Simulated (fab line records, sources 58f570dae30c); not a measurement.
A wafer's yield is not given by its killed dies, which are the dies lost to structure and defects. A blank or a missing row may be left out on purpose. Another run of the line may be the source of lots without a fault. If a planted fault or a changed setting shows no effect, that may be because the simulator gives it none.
Comparing a struck lot with a sound one || flow berkeleyCmos170 || 26 steps out of a route of 331
Sound: wafers L658.1, L658.2, L658.3. Struck: wafers L668.3, L668.5, L668.6. Last of all comes the cause.
Order at every step that has rows: each side's tool, ch and its chambers, its first start. Under that, the readings that differ: sound wafers || struck wafers || difference of the means || sigmas: that difference in standard deviations of wafers without a fault.
alike: readings with means less than 2 such deviations apart, plus words and numbers identical on both sides. not compared: withheld readings, readings lacking a value on some wafer, bounds such as >300 that could conceal the same value, and numbers that have no deviation in the record and whose values overlap.
The two part at a step that has a row with sigmas, a row that says differs or no value, or rows on one side only. When numbers do not overlap yet have no deviation, they are printed without sigmas and do not part them. A reading that every wafer of one side lacks parts them only if that side has two wafers or more.

first, 3 steps without rows for these wafers: UCB170_PVT_EXPOSE_03 (exposes mask NWELL, target cd 3000 nm); UCB170_PVT_PEB_04; UCB170_PVT_DEVELOP_05 (develop time 45 s).
UCB170_PVT_OVL_MEAS_06:
  sound: overlay-02 at day 9 03:11; struck: overlay-02 at day 11 05:32
  alike: PVT_OVL
next, for these wafers, 1 step has no rows: UCB170_PVT_IMPLANT_07.
UCB170_PVT_STRIP_08: strips in O2.
  sound on plasmaAsher-04 ch 0,1, day 9 03:22; struck on plasmaAsher-04 ch 0,1, day 11 05:45
  alike: drypumpMotorCurrentA, o2FlowSccm, oesProductAu, stripTimeToEndpointS
  not compared: rfHoursCounterH
UCB170_PVT_TW_MEAS_09:
  sound: filmMetro-01 at day 9 03:28; struck: filmMetro-01 at day 11 05:50
  alike: PVT_TW
then, 1 step without rows for these wafers: UCB170_GATE_WET_ETCH_00 (etches SiO2 in dHF, time 200 s).
UCB170_FIELD_THK_MEAS_91:
  sound: filmMetro-02 at day 9 03:37; struck: filmMetro-02 at day 11 06:18
  alike: FIELD_OXIDE_LEFT_2_THK
then, 1 step without rows for these wafers: UCB170_GATE_OXIDATION_01 (target thk 6.6 nm, ox time 1800 s).
UCB170_GATE_THK_MEAS_02:
  sound: filmMetro-04 at day 9 11:02; struck: filmMetro-01 at day 11 10:46
  alike: GATE_OXIDE_THK
then, 1 step without rows for these wafers: UCB170_GATE_ANNEAL_03 (time 1800 s).
UCB170_GATE_CVD_04: deposits poly-Si from SiH4, time 1440 s, target thk 214 nm.
  sound on lpcvd-01 ch 1, day 9 19:51; struck on lpcvd-01 ch 1, day 11 16:11
{"reading": "sih4FlowSccm (sccm)", "sound": "119.0 119.8 119.9", "struck": "120.3 120.4 120.6", "difference": "+0.9", "sigmas": "+2"}
  alike: pressureMtorr, zonePowerLoadPct
UCB170_GATE_THK_MEAS_05:
  sound: filmMetro-01 at day 9 21:15; struck: filmMetro-03 at day 11 17:36
{"reading": "GATE_POLY_THK (nm)", "sound": "213.2 211.3 213.7", "struck": "184.2 184.4 184.9", "difference": -28.2, "sigmas": -18}
then, 6 steps without rows for these wafers: UCB170_GATE_COAT_06; UCB170_GATE_COAT_07 (resist thk 900 nm); UCB170_GATE_SOFTBAKE_08 (time 60 s); UCB170_GATE_EXPOSE_09 (exposes mask POLY, target cd 350 nm); UCB170_GATE_PEB_10; UCB170_GATE_DEVELOP_11 (develop time 45 s).
UCB170_GATE_CD_MEAS_12: the cd target is 350 nm.
  sound: cdSem-02 at day 9 23:14; struck: cdSem-02 at day 11 19:04
  alike: cdNm
UCB170_GATE_OVL_MEAS_13:
  sound: overlay-02 at day 9 23:22; struck: overlay-02 at day 11 19:09
  alike: GATE_OVL
UCB170_GATE_ETCH_14: etches BARC in N2/H2.
  sound on rieDiel-03 ch 0,1,2, day 9 23:23; struck on rieDiel-04 ch 1,2,3, day 11 19:10
  alike: drypumpMotorCurrentA, oesProductAu, throttleValvePct
UCB170_GATE_ETCH_15: etches poly-Si in HBr/Cl2, stops on SiO2, time 56.3 s, target depth 278.2 nm.
  sound on rieSi-01 ch 0,1,3, day 9 23:26; struck on rieSi-01 ch 0,1,3, day 11 19:13
{"reading": "oesProductAu (a.u.)", "sound": "0.814 0.822 0.829", "struck": "0.754 0.735 0.753", "difference": -0.074, "sigmas": -6}
  alike: drypumpMotorCurrentA, throttleValvePct
  not compared: rfHoursCounterH
UCB170_GATE_STRIP_16: strips in O2.
  sound on plasmaAsher-03 ch 0,1, day 9 23:29; struck on plasmaAsher-04 ch 0,1, day 11 19:18
{"reading": "oesProductAu (a.u.)", "sound": "0.723 0.719 0.715", "struck": "0.725 0.732 0.730", "difference": "+0.010", "sigmas": "+2"}
  alike: drypumpMotorCurrentA, o2FlowSccm
  not compared: rfHoursCounterH
next, for these wafers, 1 step has no rows: UCB170_M3_PROBE_99.

## WHERE THEY PART
Earliest at UCB170_GATE_CVD_04; latest, in this record, at UCB170_GATE_STRIP_16.

WHY: what had been put in by the simulator
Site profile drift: lpcvd-01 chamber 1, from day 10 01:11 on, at UCB170_GATE_CVD_04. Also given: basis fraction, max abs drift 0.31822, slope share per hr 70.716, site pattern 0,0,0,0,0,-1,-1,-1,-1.
